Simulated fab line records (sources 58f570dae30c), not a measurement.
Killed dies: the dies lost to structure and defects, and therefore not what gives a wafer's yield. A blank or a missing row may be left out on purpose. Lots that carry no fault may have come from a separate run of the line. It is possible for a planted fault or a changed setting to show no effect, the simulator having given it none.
Chamber matching + flow berkeleyCmos170 + UCB170_ACTIVE_ETCH_15 on rieDiel-01 has 4 sister chambers
The step etches Si3N4 in CH3F/Ar/O2, stops on SiO2, target depth 242 nm, time 151 s. 16 wafers are shown with their chamber, then 8 later ones without.

WAFERS PAIRED WITH THEIR CHAMBERS
| wafer  | chamber | drypumpMotorCurrentA (A) | throttleValvePct (%) | oesProductAu (a.u.) |
|--------|---------|--------------------------|----------------------|---------------------|
| L352.1 | 1       | 5.4                      | 8.04                 | 0.972               |
| L352.2 | 2       | 6.5                      | 7.98                 | 0.951               |
| L352.3 | 3       | 6.0                      | 8.02                 | 0.949               |
| L353.2 | 0       | 5.2                      | 8.05                 | 0.937               |
| L353.4 | 3       | 6.1                      | 8.01                 | 0.944               |
| L353.6 | 3       | 6.1                      | 8.01                 | 0.951               |
| L367.2 | 1       | 5.4                      | 8.03                 | 0.953               |
| L367.5 | 2       | 6.5                      | 7.96                 | 0.941               |
| L367.6 | 3       | 6.0                      | 8.02                 | 0.954               |
| L368.1 | 0       | 5.2                      | 8.06                 | 0.935               |
| L368.3 | 1       | 5.3                      | 8.05                 | 0.961               |
| L368.4 | 3       | 6.0                      | 8.02                 | 0.947               |
| L370.2 | 3       | 6.0                      | 8.01                 | 0.944               |
| L370.4 | 1       | 5.3                      | 8.05                 | 0.953               |
| L370.6 | 3       | 6.0                      | 8.04                 | 0.953               |
| L373.1 | 3       | 6.0                      | 8.02                 | 0.946               |

SIGNATURES (averages over the wafers above)
| reading              | chamber 0 | chamber 1 | chamber 2 | chamber 3 | scatter within a chamber |
|----------------------|-----------|-----------|-----------|-----------|--------------------------|
| drypumpMotorCurrentA | 5.200     | 5.350     | 6.500     | 6.025     | 0.0456                   |
| throttleValvePct     | 8.0550    | 8.0425    | 7.9700    | 8.0187    | 0.0101                   |
| oesProductAu         | 0.93600   | 0.95975   | 0.94600   | 0.94850   | 0.00578                  |
Rule: a wafer's distance from a chamber is the root of the sum, over the readings, of the square of ((its reading less the chamber's mean) divided by the reading's scatter). The wafer belongs to the nearest chamber; if the next one is less than 2 further off, it can't be placed. The scatter: take each reading less its chamber's mean, square it, sum over the shown wafers, divide by the number of wafers less the number of chambers, and take the root.

WAFERS WITHOUT THEIR CHAMBER
| wafer  | drypumpMotorCurrentA (A) | throttleValvePct (%) | oesProductAu (a.u.) |
|--------|--------------------------|----------------------|---------------------|
| L373.2 | 5.4                      | 8.06                 | 0.947               |
| L373.5 | 5.4                      | 8.04                 | 0.956               |
| L374.1 | 5.3                      | 8.04                 | 0.960               |
| L374.2 | 6.0                      | 8.01                 | 0.949               |
| L374.5 | 6.5                      | 7.97                 | 0.933               |
| L375.1 | 5.4                      | 8.03                 | 0.949               |
| L375.2 | 6.5                      | 7.97                 | 0.943               |
| L375.4 | 6.0                      | 8.02                 | 0.944               |

EACH ONE'S CHAMBER
| wafer  | from the rows above     | in truth |
|--------|-------------------------|----------|
| L373.2 | can't be placed: 1 or 0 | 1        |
| L373.5 | 1                       | 1        |
| L374.1 | 1                       | 1        |
| L374.2 | 3                       | 3        |
| L374.5 | 2                       | 2        |
| L375.1 | 1                       | 1        |
| L375.2 | 2                       | 2        |
| L375.4 | 3                       | 3        |
Correctly placed: 7 of 8. Not placeable from these rows: 1 (in 1, the candidates include the true chamber). Number placed wrongly: 0.
